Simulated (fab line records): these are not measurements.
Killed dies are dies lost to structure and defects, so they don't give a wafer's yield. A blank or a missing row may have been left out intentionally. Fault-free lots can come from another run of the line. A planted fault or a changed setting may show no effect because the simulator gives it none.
2 desks looking at one fault -- flow berkeleyCmos170 -- what lay behind the numbers comes last; until then each desk has only its own

## METROLOGY DESK
Means of the sampled wafers that have a number, per lot and without regard to the tool the lot ran on: this is what the gauges read. If a lot's mean is further than 4 standard deviations from the usual mean, the lot is out of limits and carries the mark OUT (the distance appears in the brackets).
Columns: A = cdNm at UCB170_CONTACT_CD_MEAS_90, usual 700.5 nm; B = M1_AL_RS at UCB170_M1_RS_MEAS_01, usual 0.0484 ohm/sq
lot,first seen here,A,B
L815,day 8 14:04,703.3,0.0492
L814,day 8 15:05,701.3,0.0480
L818,day 8 23:33,700.8,0.0481
L817,day 8 23:59,703.4,0.0485
L816,day 9 01:40,700.3,0.0488
L820,day 9 03:08,700.3,0.0490
L823,day 10 01:12,700.7,0.0481
L826,day 10 13:08,698.8,0.0480
L827,day 10 14:23,701.4,0.0492
L825,day 10 14:37,699.3,0.0474
L829,day 11 13:40,700.3,0.0482
L832,day 12 06:01,700.8,0.0481
L831,day 12 08:37,701.4,0.0484
L836,day 12 20:38,701.0,0.0487
L835,day 12 20:43,700.5,0.0479
This desk's finding: nothing out of limits on any of the 15 lots.

## FOR THE TOOL OWNER'S DESK: rtpAnneal-01
At UCB170_CONTACT_RTA_08 (time 10 s), the tool's own readings, given per lot that ran on this tool as the mean of the sampled wafers with a number. If a lot's mean is further than 4 standard deviations from the usual mean, the lot is out of limits and carries the mark OUT (the distance appears in the brackets).
Columns: A = lampPowerPct at UCB170_CONTACT_RTA_08, usual 24.2 %; B = wafer_temp_C_max at UCB170_CONTACT_RTA_08, usual 904.3
lot,first seen here,A,B
L815,day 8 12:08,25.4,903.7
L817,day 8 22:20,25.3,905.0
L823,day 9 23:52,26.0,913.8 (+10) OUT
L826,day 10 11:14,26.1,913.7 (+10) OUT
L825,day 10 12:34,26.0,913.8 (+10) OUT
This desk finds L823, L825, L826 out of limits, L823 being first, at day 9 23:52 (wafer_temp_C_max at UCB170_CONTACT_RTA_08). L815, L817 stayed within limits.

## PUT TOGETHER
The tool owner's desk had the chance to raise an alarm at day 9 23:52 on L823, L825, L826.
At the metrology desk, nothing out of limits was observed.
The metrology desk has L823, L825, L826 on record, within its limits.
The lots listed all ran UCB170_CONTACT_RTA_08 on rtpAnneal-01.

## WHAT THE SIMULATOR PUT IN
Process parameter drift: rtpAnneal-01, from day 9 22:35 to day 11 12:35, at UCB170_CONTACT_RTA_08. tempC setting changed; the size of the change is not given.
Shown lots that were struck: L823, L825, L826.
Each desk's first reading out of limits, in hours after the fault started: the tool owner's desk, 1.
